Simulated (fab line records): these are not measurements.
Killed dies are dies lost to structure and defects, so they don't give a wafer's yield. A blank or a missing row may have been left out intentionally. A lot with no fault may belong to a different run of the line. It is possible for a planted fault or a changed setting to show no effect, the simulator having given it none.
What tool caused it? | flow berkeley cmos170 | Sampling: 7 lots, 21 wafers, 4 of 331 route steps

## WHAT EACH GAUGE READ, for each wafer
UCB170_M2_RS_MEAS_02: measurement is done with a four-point probe.
lot  | measured     | on            | M2_AL_RS (ohm/sq)
L988 | day 8 03:25  | film metro-03 | 0.0320 0.0316 0.0319
L989 | day 8 16:30  | film metro-03 | 0.0316 0.0317 0.0316
L991 | day 9 12:31  | film metro-01 | 0.0320 0.0322 0.0316
L998 | day 9 19:48  | film metro-03 | 0.0316 0.0313 0.0313
L999 | day 10 05:02 | film metro-04 | 0.0318 0.0319 0.0320
L102 | day 10 15:58 | film metro-03 | 0.0246 0.0316 0.0317
L104 | day 11 01:04 | film metro-03 | 0.0316 0.0246 0.0313

## WHICH TOOL RAN EACH LOT (tool, then ch and the chambers of the sampled wafers, then the start)
lot  | UCB170_PLDD_STRIP_10                | UCB170_M1_STRIP_13                   | UCB170_M2_SPUTTER_01
L988 | plasma asher-01 ch 0,1, day 7 03:05 | plasma asher-04 ch 0,1, day 7 21:16  | pvd sputter-03, day 8 03:19
L989 | plasma asher-01 ch 0,1, day 7 12:56 | plasma asher-04 ch 0,1, day 8 10:43  | pvd sputter-04, day 8 16:23
L991 | plasma asher-01 ch 0,1, day 8 05:41 | plasma asher-01 ch 0,1, day 9 05:09  | pvd sputter-03, day 9 12:26
L998 | plasma asher-02 ch 0,1, day 8 14:43 | plasma asher-01 ch 0,1, day 9 12:20  | pvd sputter-03, day 9 19:43
L999 | plasma asher-02 ch 0,1, day 9 00:01 | plasma asher-01 ch 0, day 9 20:35    | pvd sputter-03, day 10 04:55
L102 | plasma asher-01 ch 0,1, day 9 11:40 | plasma asher-01 ch 0,1, day 10 11:26 | pvd sputter-03, day 10 15:52
L104 | plasma asher-02 ch 0,1, day 9 15:19 | plasma asher-04 ch 0,1, day 10 18:23 | pvd sputter-03, day 11 00:59
- UCB170_PLDD_STRIP_10: strips in O2.
- UCB170_M1_STRIP_13: strips in O2.
- UCB170_M2_SPUTTER_01: material Al, target thk 900 nm, time 120 s.

## THE ANSWER, worked out from the rows above alone
Rule: the lots themselves supply what counts as usual. The widest of any qualifying gaps counts: lots, ordered by their means at a reading, are off when they make up no more than a third of the lots, leave a main group of 4 or more, and stand apart from it by 3 or more times the standard deviation of that group's means. Not used: any main group whose means are identical at the precision the tables above print for the reading. Also off: a lot with no number at a reading for which 4 or more lots have one. All remaining lots with rows at the step are treated as sound.
Off: at UCB170_M2_RS_MEAS_02 (M2_AL_RS), L102, L104. The main group has a mean of 0.0317 ohm/sq with a standard deviation of 0.0002.
If a tool, at a process step before that reading, ran all the lots that are off and no sound lot after the first of them, it fits. Those tools and the gauges at UCB170_M2_RS_MEAS_02 are tried in the same way. 2 tools fit, pvd sputter-03 at UCB170_M2_SPUTTER_01 and film metro-03 at UCB170_M2_RS_MEAS_02, so this cannot tell which one it is.

## WHAT THE SIMULATOR HAD PUT IN
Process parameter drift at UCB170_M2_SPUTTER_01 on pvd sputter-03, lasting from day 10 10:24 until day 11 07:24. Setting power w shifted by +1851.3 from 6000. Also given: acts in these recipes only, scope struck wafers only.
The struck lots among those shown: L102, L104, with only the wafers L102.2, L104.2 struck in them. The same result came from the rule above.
